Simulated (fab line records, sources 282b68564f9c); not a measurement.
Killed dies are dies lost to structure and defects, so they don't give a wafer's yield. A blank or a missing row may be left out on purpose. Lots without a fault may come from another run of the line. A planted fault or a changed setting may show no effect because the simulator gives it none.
Problem report in the 8D (eight disciplines) form, filled by code | flow rit_cmos | the parts of the form that need people (team, actions taken, sign-off) are left out

1. THE PROBLEM
run_length_s at RIT_M1_STRIP_14 reads a mean of 201.1 s on 5 wafers of 3 lots; wafers without a fault read 208.3 s with a standard deviation of 0.46. That is -16 standard deviations from the usual mean.
The step: strips in O2, time 180 s.
First seen on wafer L853.2, day 5 21:38, on plasma_asher-01. The record holds 45 wafers of 15 lots with a number at this step. Rule for "out", or "out of limits": more than 4 standard deviations from the usual mean. The other wafers with a number count as sound.

2. WHAT IT IS AND WHAT IT IS NOT
question                    | is                                     | is not
which readings at this step | run_length_s                           | drypump_motor_current_A
which lots                  | L853, L855, L856                       | L841, L843, L844, L846, L847, L849, L850, L852, L854, L861, L863, L864
which wafers of those lots  | L853.2, L853.6, L855.3, L855.5, L856.3 | L853.1, L855.6, L856.2, L856.6
read on which tools         | plasma_asher-01                        | plasma_asher-03, plasma_asher-04
when                        | from day 5 21:38                       | up to then (25 sound wafers); but 15 sound wafers of L854, L855, L856, L861, L863, L864 came after

3. SUSPECTS, AND WHAT RULES EACH OUT
Counting: a tool at a process step up to the reading stays a suspect if it ran every lot that is out. Sound lots after the first of them don't rule it out here, since some wafers of a struck lot are sound.
- plasma_asher-01 at RIT_M1_STRIP_14 (strips in O2, time 180 s): kept. It ran every lot that is out, first L853 (day 5 21:38); its last sound lot up to then is L852 (day 5 18:13). Its own readings are out on those wafers: run_length_s.
- Within plasma_asher-01 at RIT_M1_STRIP_14: the wafers that are out ran in chamber 1; their sound lot-mates ran in chamber 0.
Left after counting: plasma_asher-01 at RIT_M1_STRIP_14.

4. THE CAUSE (what the simulator had put in)
Process parameter drift: plasma_asher-01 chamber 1, from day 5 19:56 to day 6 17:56, at RIT_M1_STRIP_14. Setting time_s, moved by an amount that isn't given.
Counting left only this tool.

5. THE CHAIN OF EFFECTS, in route order
Each row: a reading whose mean over the struck wafers that have a number lies more than 3 standard deviations from the usual. Only readings for which the record gives a usual standard deviation are gone through. hours: the time from each lot's start at the first step in this table that gives one to its start at this step, as a median over the lots. sigmas: the change in usual standard deviations.
hours | step            | reading      | usual   | on struck wafers | change | sigmas
0     | RIT_M1_STRIP_14 | run_length_s | 208.3 s | 201.1            | -7.2   | -16
The process steps in it:
- RIT_M1_STRIP_14: strips in O2, time 180 s.

6. WHAT WOULD HAVE CAUGHT IT SOONER
In this record the first reading out of limits was taken at day 5 21:38, 2 hours after the fault began at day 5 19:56.
